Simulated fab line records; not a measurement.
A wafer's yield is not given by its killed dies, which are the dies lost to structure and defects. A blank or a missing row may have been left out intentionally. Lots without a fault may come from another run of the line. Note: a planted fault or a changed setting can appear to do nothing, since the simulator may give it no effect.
Struck lot and sound lot, side by side || flow rit cmos || 17 steps out of a route of 202
Sound: these wafers, L396.1, L396.4, L396.5. Struck: wafer L400.6. (L400.2, L400.5 of the same lot were not struck and are left out.) The cause comes at the end.
At each step with rows: each side's tool, then ch and its chambers, then its first start. Under that, the readings that differ: sound wafers || struck wafers || difference of the means || sigmas: that difference in standard deviations of wafers without a fault.
alike: a reading whose means differ by less than 2 such deviations, as well as words and numbers matching on both sides. not compared: withheld readings; readings where some wafer has no value; bounds like >300 that might hide an equal value; numbers whose values overlap and for which the record gives no deviation.
A row with sigmas, a row that says differs or no value, or rows on one side alone: a step with any of these is where the two part. Numbers that have no deviation but don't overlap get no sigmas and don't part them. Lack of a reading on every wafer of one side parts them only where that side has two or more wafers.

first, 1 step without rows for these wafers: RIT_PSD_IMPLANT_08.
RIT_PSD_STRIP_09: strips in O2, time 180 s.
  sound on plasma asher-03 ch 1, day 4 11:38; struck on plasma asher-03 ch 0, day 5 07:55
{"reading": "drypump motor current A (A)", "sound": "5.2 5.2 5.2", "struck": 6.4, "difference": "+1.2", "sigmas": "+3"}
  not compared: rf hours counter h
RIT_PSD_TW_MEAS_10:
  struck on film metro-04, day 5 08:05; sound on film metro-03, day 4 11:49
  alike: PSD_TW
then, 3 steps without rows for these wafers: RIT_SDANNEAL_CLEAN_00 (cleans in SC1, time 600 s); RIT_SDANNEAL_CLEAN_01 (cleans in dHF, time 30 s); RIT_SDANNEAL_CLEAN_02 (cleans in SC2, time 600 s).
RIT_SDANNEAL_RTA_03: time 5 s.
  sound on rtp anneal-01 ch 0, day 4 12:14; struck on rtp anneal-01 ch 0, day 5 08:31
  alike: wafer_temp_C_max
RIT_SDANNEAL_RS_MEAS_04: measurement is done with a four-point probe.
  struck on film metro-02, day 5 08:35; sound on film metro-02, day 4 12:18
  alike: PSD_RS
RIT_SDANNEAL_RS_MEAS_05: measurement is done with a four-point probe.
  struck on film metro-02, day 5 08:43; sound on film metro-02, day 4 12:25
  alike: NSD_RS
RIT_SDANNEAL_RS_MEAS_06: measurement is done with a four-point probe.
  struck on film metro-02, day 5 08:50; sound on film metro-02, day 4 12:32
  alike: PLDD_RS
RIT_SDANNEAL_RS_MEAS_07: measurement is done with a four-point probe.
  struck on film metro-02, day 5 08:57; sound on film metro-02, day 4 12:40
{"reading": "NLDD_RS (ohm/sq)", "sound": "149.4 149.9 150.3", "struck": 148.9, "difference": -1.0, "sigmas": -2}
then, 1 step without rows for these wafers: RIT_SILICIDE_WET_ETCH_00 (etches SiO2 in BOE, target depth 14 nm, time 15 s).
RIT_SILICIDE_SPUTTER_01: material Ti, target thk 30 nm, time 240 s.
  struck on pvd sputter-03, day 5 09:04; sound on pvd sputter-03, day 4 12:47
{"reading": "chamber pressure pa (Pa)", "sound": "0.6664 0.6680 0.6676", "struck": 0.4012, "difference": -0.2661, "sigmas": "-99 or more"}
{"reading": "substrate temp c (C)", "sound": "24.90 24.95 25.07", "struck": 25.21, "difference": "+0.24", "sigmas": "+2"}
{"reading": "throttle valve pct (%)", "sound": "30.0 29.2 29.8", "struck": 37.8, "difference": "+8.1", "sigmas": "+15"}
{"reading": "model.Ti_of_SILICIDE_SPUTTER_01.thk nm (nm)", "sound": "30.11 30 30.16", "struck": 33.05, "difference": "+2.96", "sigmas": ""}
RIT_SILICIDE_RS_MEAS_02: measurement is done with a four-point probe.
  struck on film metro-01, day 5 09:31; sound on film metro-01, day 4 12:56
{"reading": "SILICIDE_TI_RS (ohm/sq)", "sound": "47.8 47.9 47.5", "struck": 27.3, "difference": -20.4, "sigmas": -39}
  not compared: hold
RIT_SILICIDE_THK_MEAS_03: measures by xrf.
  struck on film metro-01, day 5 12:17; sound on film metro-01, day 4 13:04
{"reading": "SILICIDE_TI_THK (nm)", "sound": "29.93 29.66 30.11", "struck": 32.83, "difference": "+2.93", "sigmas": "+10"}
  not compared: hold
RIT_SILICIDE_RTA_04: time 10 s, ramp up 5 s, ramp down 5 s.
  sound on rtp anneal-02 ch 0, day 4 13:07; struck on rtp anneal-02 ch 0, day 5 13:36
{"reading": "hold", "sound": "- - -", "struck": "await dispo/1.3h/release", "difference": "no value on the sound wafers", "sigmas": ""}
  alike: wafer_temp_C_max
RIT_M1_PROBE_99:
  struck on prober-02, day 5 20:34; sound on prober-01, day 4 19:32
{"reading": "killed open", "sound": "6 5 1", "struck": 8, "difference": "+4", "sigmas": "+2"}
  alike: killed at front end, killed dies, killed short

== WHERE THEY PART ==
At RIT_PSD_STRIP_09 first; at RIT_M1_PROBE_99 last (within this record only).

WHY: whatever the simulator had introduced
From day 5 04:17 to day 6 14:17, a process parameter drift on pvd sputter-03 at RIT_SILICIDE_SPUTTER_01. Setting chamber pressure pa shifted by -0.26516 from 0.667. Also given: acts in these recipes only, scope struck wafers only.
